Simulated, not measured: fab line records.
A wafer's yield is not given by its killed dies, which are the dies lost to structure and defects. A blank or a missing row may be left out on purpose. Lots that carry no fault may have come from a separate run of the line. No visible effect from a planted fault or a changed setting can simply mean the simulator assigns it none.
Check for tools in common	flow rit_cmos	Sample size 15 lots and 45 wafers

== WHY THIS WAS OPENED ==
3 of 15 lots carry a flag on the reading M1_AL_RS at RIT_M1_RS_MEAS_01. Fault-free wafers read 0.0729 ohm/sq, with a standard deviation of 0.00083.
Rule: flag the lot when none of its wafers has a number, or when each of its wafers that has one lies beyond 4 standard deviations from that mean. The other lots count as sound.

lot	measured	on	M1_AL_RS (ohm/sq), wafer by wafer	flag
L965	day 3 09:31	film_metro-02	0.0737 0.0724 0.0728	
L966	day 3 12:11	film_metro-02	0.0734 0.0729 0.0734	
L969	day 4 04:04	film_metro-01	0.0736 0.0725 0.0723	
L970	day 4 08:22	film_metro-04	0.0738 0.0740 0.0738	
L971	day 4 13:02	film_metro-01	0.0715 0.0723 0.0738	
L972	day 4 16:50	film_metro-04	0.0747 0.0736 0.0739	
L973	day 5 02:07	film_metro-04	0.0364 0.0360 0.0358	FLAGGED
L975	day 5 12:16	film_metro-02	0.0732 0.0716 0.0730	
L976	day 5 15:03	film_metro-04	0.0360 0.0361 0.0357	FLAGGED
L980	day 6 11:57	film_metro-04	0.0369 0.0363 0.0367	FLAGGED
L981	day 6 17:00	film_metro-02	0.0722 0.0732 0.0731	
L984	day 7 06:47	film_metro-01	0.0737 0.0739 0.0732	
L985	day 7 14:19	film_metro-01	0.0717 0.0714 0.0704	
L986	day 7 15:58	film_metro-02	0.0739 0.0738 0.0739	
L987	day 8 02:07	film_metro-04	0.0718 0.0723 0.0726	
On average the flagged lots' numbers are 0.0362 ohm/sq, which is -0.0367 ohm/sq against the usual, or -44 standard deviations.

== WHICH TOOL RAN EACH LOT ==
The record holds 1 process step before the reading, out of a route of 202 steps. Read each cell as the tool, then ch plus the chambers that the sampled wafers visited, then the start.
lot	flag	RIT_M1_SPUTTER_00
L965		pvd_sputter-04, day 3 09:14
L966		pvd_sputter-01, day 3 11:53
L969		pvd_sputter-04, day 4 03:46
L970		pvd_sputter-01, day 4 08:04
L971		pvd_sputter-04, day 4 12:44
L972		pvd_sputter-01, day 4 16:33
L973	FLAGGED	pvd_sputter-04, day 5 01:19
L975		pvd_sputter-04, day 5 11:58
L976	FLAGGED	pvd_sputter-02, day 5 14:17
L980	FLAGGED	pvd_sputter-01, day 6 11:09
L981		pvd_sputter-04, day 6 16:43
L984		pvd_sputter-01, day 7 06:26
L985		pvd_sputter-04, day 7 14:01
L986		pvd_sputter-01, day 7 15:40
L987		pvd_sputter-04, day 8 01:46
What the steps here do:
- RIT_M1_SPUTTER_00: material Al, target thk 400 nm, time 500 s.
- RIT_M1_RS_MEAS_01: measures by four-point-probe.

== FLAGGED AGAINST TOTAL, ONE TOOL AT A TIME (gauges that did the reading follow at the end) ==
step	tool	lots run	flagged	share of the flagged lots	sound lots run after its first flagged lot
RIT_M1_SPUTTER_00	pvd_sputter-01	6	1	some	2 (L984,L986)
RIT_M1_SPUTTER_00	pvd_sputter-02	1	1	some	0
RIT_M1_SPUTTER_00	pvd_sputter-04	8	1	some	4 (L975,L981,L985,L987)
RIT_M1_RS_MEAS_01	film_metro-01	4	0	none	-
RIT_M1_RS_MEAS_01	film_metro-02	5	0	none	-
RIT_M1_RS_MEAS_01	film_metro-04	6	3	all	1 (L987)

== WHAT IS ALLOWED BY THE TABLE ==
Rows of the table that ran each flagged lot: 1, that is film_metro-04 at RIT_M1_RS_MEAS_01.
- film_metro-04 at RIT_M1_RS_MEAS_01 ran 6 lots, 3 of them flagged. Lots that were sound ran on it after the first flagged one (L987); a persistent fault on the entire tool would not allow that.
Not one row of the table ran every flagged lot while running no sound lot after the first.

== WHAT THE SIMULATOR HAD PUT IN ==
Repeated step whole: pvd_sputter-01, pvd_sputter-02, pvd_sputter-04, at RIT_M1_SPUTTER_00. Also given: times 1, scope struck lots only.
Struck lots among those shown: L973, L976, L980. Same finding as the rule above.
